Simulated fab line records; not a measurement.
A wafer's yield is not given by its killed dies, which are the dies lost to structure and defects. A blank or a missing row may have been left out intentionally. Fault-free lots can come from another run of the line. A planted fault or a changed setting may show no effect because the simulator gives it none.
One fault seen from 2 desks	flow rit cmos	each desk has only its own numbers; what lay behind them comes last

== AT THE TOOL OWNER'S DESK: furnace-01 ==
The tool's own readings at RIT_GATE_OXIDATION_05 (target thk 3 nm, ox time 270 s): means of the sampled wafers that have a number, for each lot that ran on this tool. Marked OUT: a lot whose mean sits more than 4 standard deviations from the usual mean, which makes it out of limits; the brackets give that distance.
Columns: A = tube_center_temp_C_max at RIT_GATE_OXIDATION_05, usual 902.2; B = zone power source pct at RIT_GATE_OXIDATION_05, usual 25 %
lot	first seen here	A	B
L762	day 3 18:59	902.2	21
L764	day 4 05:08	902.2	21
L765	day 4 11:18	902.1	21
L766	day 4 15:23	902.5	21
L768	day 5 01:03	902.4	21
L771	day 5 16:34	902.4	21
L776	day 6 17:10	901.8	21
Finding of this desk: none of the 7 lots has anything out of limits.

== THE METROLOGY DESK ==
What the gauges read for every lot (on any tool): the sampled wafers with a number, averaged. Marked OUT: a lot whose mean sits more than 4 standard deviations from the usual mean, which makes it out of limits; the brackets give that distance.
Columns: A = NRETRO_TW at RIT_NRETRO_TW_MEAS_10, usual 1051; B = GATE_OXIDE_THK at RIT_GATE_THK_MEAS_07, usual 3.03 nm; C = cd nm at RIT_GATE_CD_MEAS_16, usual 149.6 nm; D = REOX_OXIDE_THK at RIT_REOX_THK_MEAS_04, usual 25.2 nm
lot	first seen here	A	B	C	D
L756	day 2 12:36	1045	3.03	147.3	24.5
L757	day 2 21:29	1067	3.06	149.5	25.5
L758	day 2 21:40	1041	2.89	145.9	25.6
L761	day 3 12:47	1040	3.06	150.3	25.2
L762	day 3 16:53	1063	3.05	148.5	25.5
L764	day 4 02:49	1040	3.10	149.3	25.4
L765	day 4 08:29	1040	3.02	149.7	25.1
L766	day 4 13:09	1042	3.10	149.2	24.9
L768	day 4 22:26	1076	3.03	145.8	24.0
L771	day 5 14:17	1045	3.13	149.2	25.6
L773	day 5 23:35	1039	3.13	152.0	26.1
L776	day 6 14:56	1038	3.23	154.0	24.1
L778	day 7 00:52	1070	2.98	152.1	26.3
Finding of this desk: none of the 13 lots has anything out of limits.

== PUT TOGETHER ==
The tool owner's desk saw nothing out of limits.
From the metrology desk's view, nothing was out of limits.

== WHAT THE SIMULATOR HAD INSERTED ==
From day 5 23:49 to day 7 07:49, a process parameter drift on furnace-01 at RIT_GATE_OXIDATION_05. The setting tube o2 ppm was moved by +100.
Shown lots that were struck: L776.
